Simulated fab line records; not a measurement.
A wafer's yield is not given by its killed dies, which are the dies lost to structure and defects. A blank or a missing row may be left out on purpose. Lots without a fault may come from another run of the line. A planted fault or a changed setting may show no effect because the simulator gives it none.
A lot that was struck, set against a sound lot -- flow berkeley-cmos170 -- 14 steps out of a route of 331
Sound: the wafers L104.1, L104.2, L104.4. Wafers L101.2, L101.5, L101.6 were the ones struck. The cause comes at the end.
At each step with rows: each side's tool, then ch and its chambers, then its first start. Under that, the readings that differ: sound wafers -- struck wafers -- difference of the means -- sigmas: that difference in standard deviations of wafers without a fault.
alike: a reading whose means differ by less than 2 such deviations, as well as words and numbers matching on both sides. not compared: withheld readings; readings where some wafer has no value; bounds like >300 that might hide an equal value; numbers whose values overlap and for which the record gives no deviation.
A row with sigmas, a row that says differs or no value, or rows on one side alone: a step with any of these is where the two part. Numbers that don't overlap but have no deviation are shown without sigmas and don't part them. A reading that every wafer of one side lacks parts them only if that side has two wafers or more.

UCB170_PFIELD_TW_MEAS_09:
  sound on film-metro-01, day 6 11:43; struck on film-metro-04, day 6 04:26
  alike: PFIELD_TW
then, 2 steps without rows for these wafers: UCB170_FIELD_CLEAN_00 (cleans in dHF, time 7.5 s); UCB170_FIELD_OXIDATION_01 (target thk 558.3 nm, ox time 7200 s).
UCB170_FIELD_THK_MEAS_02:
  sound on film-metro-02, day 6 17:30; struck on film-metro-04, day 6 09:15
  alike: FIELD_OXIDE_THK
then, 4 steps without rows for these wafers: UCB170_FIELD_ANNEAL_03 (time 1200 s); UCB170_FIELD_WET_ETCH_04 (etches SiO2 in dHF, time 60 s); UCB170_FIELD_WET_ETCH_05 (etches Si3N4 in H3PO4, time 12600 s); UCB170_FIELD_WET_ETCH_06 (etches SiO2 in BOE, time 22 s).
UCB170_FIELD_THK_MEAS_90:
  sound on film-metro-02, day 7 00:35; struck on film-metro-01, day 6 17:50
  alike: FIELD_OXIDE_LEFT_1_THK
then, 2 steps without rows for these wafers: UCB170_SACOX_CLEAN_00 (cleans in dHF, time 7.5 s); UCB170_SACOX_OXIDATION_01 (target thk 14.4 nm, ox time 2400 s).
UCB170_SACOX_THK_MEAS_02:
  sound on film-metro-02, day 7 04:10; struck on film-metro-01, day 6 22:19
  alike: SACOX_OXIDE_THK
UCB170_SCREENOX_WET_ETCH_00: etches SiO2 in dHF, time 200 s.
  sound on wet-bench-04 ch 3, day 7 04:18; struck on wet-bench-01 ch 2, day 6 22:47
  no value came back on the struck wafers for bath-heat-duty-pct (%), run-length-s (s); on the sound wafers bath-heat-duty-pct (%) reads 7.3 7.7 8.0
reading,sound,struck,difference,sigmas
model.SiO2_of_SACOX_OXIDATION_01.thk-nm (nm),0 0 0,14.27 14.2 14.46,+14.31,
then, 1 step without rows for these wafers: UCB170_SCREENOX_OXIDATION_01 (target thk 14.4 nm, ox time 2400 s).

WHERE THEY PART
UCB170_SCREENOX_WET_ETCH_00 only, going by this record.

WHY: whatever the simulator had introduced
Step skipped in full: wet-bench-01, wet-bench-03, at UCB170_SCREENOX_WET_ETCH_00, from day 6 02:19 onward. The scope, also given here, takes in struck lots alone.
